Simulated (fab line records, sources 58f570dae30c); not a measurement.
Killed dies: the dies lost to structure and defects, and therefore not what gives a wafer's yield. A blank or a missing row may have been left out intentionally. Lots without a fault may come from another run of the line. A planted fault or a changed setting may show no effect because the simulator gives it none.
Lot-split experiment / flow berkeley_cmos170 / on a route of 331 steps: 5 lots, 23 wafers read

== SPLIT DETAILS ==
At UCB170_M1_SPUTTER_00 (material Al, target thk 600 nm, time 80 s), the setting power_w was moved away from the recipe's 6000 W on 5 of the 23 wafers read, by -7.0% to +7.5%. This setting was run at the recipe's value on the other wafers.

== FROM THE SPLIT TO THE READING: what the file shows between them, 5 steps ==
- UCB170_M1_RS_MEAS_01: measures by four-point-probe
- UCB170_M1_THK_MEAS_02: measures by xrf
- UCB170_M1_COAT_03
- UCB170_M1_COAT_04: resist thk 900 nm
- UCB170_M1_ETCH_11: etches BARC in N2/H2

== THE READING ==
oes_product_au, in a.u., at UCB170_M1_METAL_ETCH_12 (etches Al in Cl2/BCl3, stops on PSG, target depth 780 nm, time 130 s). A value of 0.860 a.u. with a standard deviation of 0.013 a.u. is what fault-free wafers of this fab line usually give.

wafer=L074.1; tool, chamber at the split=pvd_sputter-01, -; power_w as run, W=6000; against the recipe=recipe; oes_product_au, a.u.=0.862; against lot-mates on the recipe=-
wafer=L074.2; tool, chamber at the split=pvd_sputter-01, -; power_w as run, W=6000; against the recipe=recipe; oes_product_au, a.u.=0.861; against lot-mates on the recipe=-
wafer=L074.3; tool, chamber at the split=pvd_sputter-01, -; power_w as run, W=6000; against the recipe=recipe; oes_product_au, a.u.=0.850; against lot-mates on the recipe=-
wafer=L074.4; tool, chamber at the split=pvd_sputter-01, -; power_w as run, W=6000; against the recipe=recipe; oes_product_au, a.u.=0.859; against lot-mates on the recipe=-
wafer=L074.5; tool, chamber at the split=pvd_sputter-01, -; power_w as run, W=6000; against the recipe=recipe; oes_product_au, a.u.=0.866; against lot-mates on the recipe=-
wafer=L076.1; tool, chamber at the split=pvd_sputter-01, -; power_w as run, W=6000; against the recipe=recipe; oes_product_au, a.u.=0.866; against lot-mates on the recipe=-
wafer=L076.2; tool, chamber at the split=pvd_sputter-01, -; power_w as run, W=6000; against the recipe=recipe; oes_product_au, a.u.=0.839; against lot-mates on the recipe=-
wafer=L076.6; tool, chamber at the split=pvd_sputter-01, -; power_w as run, W=6000; against the recipe=recipe; oes_product_au, a.u.=0.866; against lot-mates on the recipe=-
wafer=L085.1; tool, chamber at the split=pvd_sputter-01, -; power_w as run, W=6000; against the recipe=recipe; oes_product_au, a.u.=0.869; against lot-mates on the recipe=-
wafer=L085.2; tool, chamber at the split=pvd_sputter-01, -; power_w as run, W=6000; against the recipe=recipe; oes_product_au, a.u.=0.877; against lot-mates on the recipe=-
wafer=L085.4; tool, chamber at the split=pvd_sputter-01, -; power_w as run, W=6000; against the recipe=recipe; oes_product_au, a.u.=0.861; against lot-mates on the recipe=-
wafer=L085.5; tool, chamber at the split=pvd_sputter-01, -; power_w as run, W=6000; against the recipe=recipe; oes_product_au, a.u.=0.866; against lot-mates on the recipe=-
wafer=L085.6; tool, chamber at the split=pvd_sputter-01, -; power_w as run, W=6000; against the recipe=recipe; oes_product_au, a.u.=0.877; against lot-mates on the recipe=-
wafer=L082.2; tool, chamber at the split=pvd_sputter-03, -; power_w as run, W=6450; against the recipe=+7.5%; oes_product_au, a.u.=0.898; against lot-mates on the recipe=+0.043
wafer=L082.3; tool, chamber at the split=pvd_sputter-03, -; power_w as run, W=6000; against the recipe=recipe; oes_product_au, a.u.=0.861; against lot-mates on the recipe=-
wafer=L082.4; tool, chamber at the split=pvd_sputter-03, -; power_w as run, W=6000; against the recipe=recipe; oes_product_au, a.u.=0.858; against lot-mates on the recipe=-
wafer=L082.5; tool, chamber at the split=pvd_sputter-03, -; power_w as run, W=6450; against the recipe=+7.5%; oes_product_au, a.u.=0.900; against lot-mates on the recipe=+0.045
wafer=L082.6; tool, chamber at the split=pvd_sputter-03, -; power_w as run, W=6000; against the recipe=recipe; oes_product_au, a.u.=0.847; against lot-mates on the recipe=-
wafer=L080.1; tool, chamber at the split=pvd_sputter-02, -; power_w as run, W=5578; against the recipe=-7.0%; oes_product_au, a.u.=0.812; against lot-mates on the recipe=-0.043
wafer=L080.2; tool, chamber at the split=pvd_sputter-02, -; power_w as run, W=6000; against the recipe=recipe; oes_product_au, a.u.=0.861; against lot-mates on the recipe=-
wafer=L080.4; tool, chamber at the split=pvd_sputter-02, -; power_w as run, W=5578; against the recipe=-7.0%; oes_product_au, a.u.=0.804; against lot-mates on the recipe=-0.051
wafer=L080.5; tool, chamber at the split=pvd_sputter-02, -; power_w as run, W=6000; against the recipe=recipe; oes_product_au, a.u.=0.850; against lot-mates on the recipe=-
wafer=L080.6; tool, chamber at the split=pvd_sputter-02, -; power_w as run, W=5578; against the recipe=-7.0%; oes_product_au, a.u.=0.834; against lot-mates on the recipe=-0.021

THE FIT
A straight line over all 23 wafers: oes_product_au changes by +0.00575 a.u. for each +1% of power_w; r = +0.89; the points scatter about the line by 0.01 a.u.
The same after taking each lot's own level away (the mean of its wafers on the recipe; 23 wafers): +0.00566 a.u. for each +1%; r = +0.92; scatter 0.0084 a.u.
The reading moves by 0.042 a.u. for the largest change in power_w, on that fit.
From 0.8553 to 0.8700 a.u.: that is the span of the lots' own levels, equal to 1.1 times the standard deviation above.
Consequently the slope shifts little with the lot-to-lot level, the two slopes agreeing.
Check: +0.0427 a.u. against its lot-mates is what the line predicts for one of the wafers moved furthest among these (+7.5%) when that wafer is left out of the fit. It came out at +0.0427 a.u. against them.

== THESE WAFERS: OTHER SPLITS ==
Other splits were also applied to these wafers ahead of the reading. Each is held against what the fit with the lots' levels taken away leaves over:
other split on the same wafers=UCB170_PSD_PEB_04 peb_temp_c; wafers away from the commonest value=9; r with oes_product_au (lot level and that fit taken away)=-0.26
other split on the same wafers=UCB170_NSD_COAT_01 resist_thk_nm; wafers away from the commonest value=4; r with oes_product_au (lot level and that fit taken away)=+0.03
other split on the same wafers=UCB170_CONTACT_COAT_04 resist_thk_nm; wafers away from the commonest value=8; r with oes_product_au (lot level and that fit taken away)=+0.21
other split on the same wafers=UCB170_CONTACT_SOFTBAKE_05 time_s; wafers away from the commonest value=11; r with oes_product_au (lot level and that fit taken away)=-0.05

== THE WHOLE CHAIN: every reading that the file lists as answering this split, in the file's order ==
step=UCB170_M1_SPUTTER_00; what it does=material Al, target thk 600 nm, time 80 s; reading=Al_of_M1_SPUTTER_00.thk_nm (the simulator's own value, which no gauge read); change (the file's fit)=+6.72 nm for each +1% of the setting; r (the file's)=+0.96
step=UCB170_M1_RS_MEAS_01; what it does=measures by four-point-probe; reading=M1_AL_RS; change (the file's fit)=-0.000544 for each +1% of the setting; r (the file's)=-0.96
step=UCB170_M1_THK_MEAS_02; what it does=measures by xrf; reading=M1_AL_THK; change (the file's fit)=+6.56 for each +1% of the setting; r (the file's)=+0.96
step=UCB170_M1_METAL_ETCH_12; what it does=etches Al in Cl2/BCl3, stops on PSG, target depth 780 nm, time 130 s; reading=oes_product_au; change (the file's fit)=+0.00567 a.u. for each +1% of the setting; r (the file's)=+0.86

== THE FILE'S OWN FIT ==
oes_product_au changes by +0.00567 a.u. for each +1% of power_w, r = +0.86.
